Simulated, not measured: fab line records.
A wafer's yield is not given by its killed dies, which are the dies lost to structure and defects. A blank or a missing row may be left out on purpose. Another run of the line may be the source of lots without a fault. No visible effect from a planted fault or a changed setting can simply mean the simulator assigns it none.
Split-lot experiment -- flow berkeleyCmos170 -- 5 lots, 23 wafers read, on a route of 331 steps

== ABOUT THE SPLIT ==
At UCB170_PWELL_CVD_05 (deposits Si3N4 from SiH2Cl2/NH3, target thk 220 nm, time 3300 s), the setting sih2cl2FlowSccm was moved away from the recipe's 25 sccm on 10 of the 23 wafers read, by -11.4% to +6.3%. For the rest of the wafers, this setting stayed at what the recipe calls for.

The reading is taken at the split's own step.

== THE READING ==
Si3N4_of_PWELL_CVD_05.thkNm (the simulator's own value, which no gauge read), in nm, at UCB170_PWELL_CVD_05 (deposits Si3N4 from SiH2Cl2/NH3, target thk 220 nm, time 3300 s). The file does not state a usual value for it. Average 221.3 nm, standard deviation 2.6 nm, over the 13 wafers here run with the recipe.

wafer,"tool, chamber at the split","sih2cl2FlowSccm as run, sccm",against the recipe,"Si3N4_of_PWELL_CVD_05.thkNm, nm",against lot-mates on the recipe
L078.1,"lpcvd-02, 0",25,recipe,219.4,-
L078.2,"lpcvd-02, 0",25,recipe,221,-
L078.4,"lpcvd-02, 0",25,recipe,221.3,-
L079.2,"-, -",25,recipe,224.8,-
L079.3,"-, -",25,recipe,224.6,-
L079.4,"-, -",25,recipe,224.7,-
L079.5,"-, -",25,recipe,223.8,-
L079.6,"-, -",25,recipe,224.1,-
L081.1,"-, -",25,recipe,217.7,-
L081.2,"-, -",25,recipe,219.3,-
L081.4,"-, -",25,recipe,219.1,-
L081.5,"-, -",25,recipe,218.8,-
L081.6,"-, -",25,recipe,218.5,-
L082.2,"-, -",26.58,+6.3%,222.4,no lot-mate on the recipe
L082.3,"-, -",26.58,+6.3%,222.1,no lot-mate on the recipe
L082.4,"-, -",26.58,+6.3%,223.7,no lot-mate on the recipe
L082.5,"-, -",26.58,+6.3%,221.7,no lot-mate on the recipe
L082.6,"-, -",26.58,+6.3%,221.7,no lot-mate on the recipe
L084.1,"-, -",22.14,-11.4%,210.1,no lot-mate on the recipe
L084.2,"-, -",22.14,-11.4%,208.8,no lot-mate on the recipe
L084.3,"-, -",22.14,-11.4%,209.8,no lot-mate on the recipe
L084.4,"-, -",22.14,-11.4%,209.4,no lot-mate on the recipe
L084.6,"-, -",22.14,-11.4%,208.6,no lot-mate on the recipe

FIT RESULTS
A straight line over all 23 wafers: Si3N4_of_PWELL_CVD_05.thkNm changes by +0.794 nm for each +1% of sih2cl2FlowSccm; r = +0.87; the points scatter about the line by 2.8 nm.
Too few moved wafers have a lot-mate on the recipe to fit a line with each lot's own level taken away.

== FILE'S OWN FIT ==
Si3N4_of_PWELL_CVD_05.thkNm changes by +0.793 nm for each +1% of sih2cl2FlowSccm, r = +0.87.
